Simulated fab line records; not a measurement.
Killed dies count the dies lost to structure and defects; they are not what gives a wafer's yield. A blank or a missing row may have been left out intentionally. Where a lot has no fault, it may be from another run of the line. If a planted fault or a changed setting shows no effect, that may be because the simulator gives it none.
Which tool is to blame? | flow berkeley-cmos170 | 7 lots with 21 wafers sampled at 3 steps, on a route of 331 steps

WHAT THE GAUGES SHOWED, per wafer
UCB170_M1_RS_MEAS_01: measures by four-point-probe.
lot  | measured     | on            | M1_AL_RS (ohm/sq)
L134 | day 7 10:07  | film-metro-01 | 0.0486 0.0488 0.0488
L140 | day 8 05:07  | film-metro-01 | 0.0490 0.0489 0.0488
L142 | day 9 05:12  | film-metro-04 | 0.0478 0.0481 0.0485
L145 | day 9 10:52  | film-metro-03 | 0.0939 0.0482 0.0941
L146 | day 9 21:07  | film-metro-04 | 0.0482 0.0485 0.0485
L151 | day 10 19:23 | film-metro-03 | 0.0489 0.0483 0.0482
L155 | day 11 10:49 | film-metro-03 | 0.0486 0.0484 0.0489

EACH LOT AND THE TOOL THAT RAN IT (in order: tool; ch and the chambers of the sampled wafers; start)
lot  | UCB170_CONTACT_ETCH_17             | UCB170_M1_SPUTTER_00
L134 | rie-diel-04 ch 0,2, day 7 09:06    | pvd-sputter-03, day 7 10:03
L140 | rie-diel-04 ch 1,2, day 8 04:25    | pvd-sputter-04, day 8 05:01
L142 | rie-diel-02 ch 1,3, day 9 04:34    | pvd-sputter-02, day 9 05:07
L145 | rie-diel-02 ch 0,1,3, day 9 10:15  | pvd-sputter-04, day 9 10:49
L146 | rie-diel-02 ch 1,2,3, day 9 20:29  | pvd-sputter-03, day 9 21:04
L151 | rie-diel-04 ch 0,3, day 10 18:43   | pvd-sputter-03, day 10 19:17
L155 | rie-diel-04 ch 0,1,3, day 11 10:10 | pvd-sputter-03, day 11 10:44
- UCB170_CONTACT_ETCH_17: etches BARC in N2/H2.
- UCB170_M1_SPUTTER_00: material Al, target thk 600 nm, time 80 s.

THE ANSWER, worked out from the rows above alone
Rule: the usual values come from the lots themselves. The widest of any qualifying gaps counts: lots, ordered by their means at a reading, are off when they make up no more than a third of the lots, leave a main group of 4 or more, and stand apart from it by 3 or more times the standard deviation of that group's means. If all means in a main group match to the digits the tables above print for the reading, that group is not used. A lot without any number at a reading at which 4 lots or more have one is off too. Any other lot the step has rows for is counted as sound.
Off: at UCB170_M1_RS_MEAS_01 (M1_AL_RS), L145. Main group: mean 0.0485 ohm/sq, sd 0.00025.
If a tool, at a process step before that reading, ran all the lots that are off and no sound lot after the first of them, it fits. Those tools and the gauges at UCB170_M1_RS_MEAS_01 are tried in the same way. One fits: UCB170_M1_SPUTTER_00 on pvd-sputter-04. Its last sound lot is L140 (day 8 05:01), its first lot that is off L145 (day 9 10:49): a fault that began between those two fits.

WHAT HAD BEEN PUT IN BY THE SIMULATOR
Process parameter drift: pvd-sputter-04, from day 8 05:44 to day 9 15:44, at UCB170_M1_SPUTTER_00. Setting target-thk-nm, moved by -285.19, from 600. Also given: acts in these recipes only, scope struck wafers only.
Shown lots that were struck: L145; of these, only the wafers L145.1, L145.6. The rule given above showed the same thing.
